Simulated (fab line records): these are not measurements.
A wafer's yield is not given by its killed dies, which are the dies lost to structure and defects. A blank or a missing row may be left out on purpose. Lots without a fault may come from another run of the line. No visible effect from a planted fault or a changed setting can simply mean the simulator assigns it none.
One fault seen from 2 desks / flow berkeley cmos170 / each desk holds nothing but its own numbers, with what lay behind them at the end

THE METROLOGY DESK
What the gauges read for every lot (on any tool): the sampled wafers with a number, averaged. If a lot's mean is further than 4 standard deviations from the usual mean, the lot is out of limits and carries the mark OUT (the distance appears in the brackets).
Columns: A = SPACER_TEOS_THK at UCB170_SPACER_THK_MEAS_01, usual 378 nm; B = PSD_OVL at UCB170_PSD_OVL_MEAS_07, usual 2 nm
lot=L856; first seen here=day 7 13:01; A=381; B=-4
lot=L858; first seen here=day 7 13:17; A=372; B=6
lot=L857; first seen here=day 7 13:33; A=387; B=9
lot=L860; first seen here=day 7 22:07; A=378; B=9
lot=L864; first seen here=day 8 16:50; A=376; B=4
lot=L863; first seen here=day 8 17:14; A=500 (+23) OUT; B=-5
lot=L868; first seen here=day 10 04:13; A=374; B=6
lot=L869; first seen here=day 10 13:13; A=378; B=4
lot=L870; first seen here=day 10 13:42; A=380; B=6
lot=L872; first seen here=day 11 01:58; A=378; B=-2
lot=L874; first seen here=day 11 02:30; A=376; B=-0
lot=L876; first seen here=day 11 21:36; A=371; B=-4
lot=L878; first seen here=day 12 05:14; A=379; B=6
This desk finds L863 out of limits, with the earliest case on L863 at day 8 17:14 (SPACER_TEOS_THK at UCB170_SPACER_THK_MEAS_01). Within limits: L856, L858, L857, L860, L864, L868, L869, L870, L872, L874, L876, L878.

AT THE TOOL OWNER'S DESK: pecvd-04
The tool's own readings at UCB170_SPACER_CVD_00 (deposits SiO2 from TEOS/O2, target thk 376 nm, time 47 s): means of the sampled wafers that have a number, for each lot that ran on this tool. If a lot's mean is further than 4 standard deviations from the usual mean, the lot is out of limits and carries the mark OUT (the distance appears in the brackets).
Columns: A = heater power w at UCB170_SPACER_CVD_00, usual 245 W
lot=L856; first seen here=day 7 12:58; A=197
lot=L857; first seen here=day 7 13:29; A=251
lot=L863; first seen here=day 8 17:11; A=260
lot=L876; first seen here=day 11 21:33; A=247
Finding of this desk: none of the 4 lots has anything out of limits.

ALL TOGETHER
The metrology desk could have raised an alarm at day 8 17:14, on L863.
The tool owner's desk saw nothing out of limits.
On record at the tool owner's desk: L863, within its limits.
Every lot named ran UCB170_SPACER_CVD_00 on pecvd-04.

WHAT THE SIMULATOR HAD PUT IN
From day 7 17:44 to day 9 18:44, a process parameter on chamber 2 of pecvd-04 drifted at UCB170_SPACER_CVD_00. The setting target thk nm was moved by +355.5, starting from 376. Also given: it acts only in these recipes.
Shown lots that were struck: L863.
Hours from the fault's start to each desk's first reading out of limits: the metrology desk, 24.
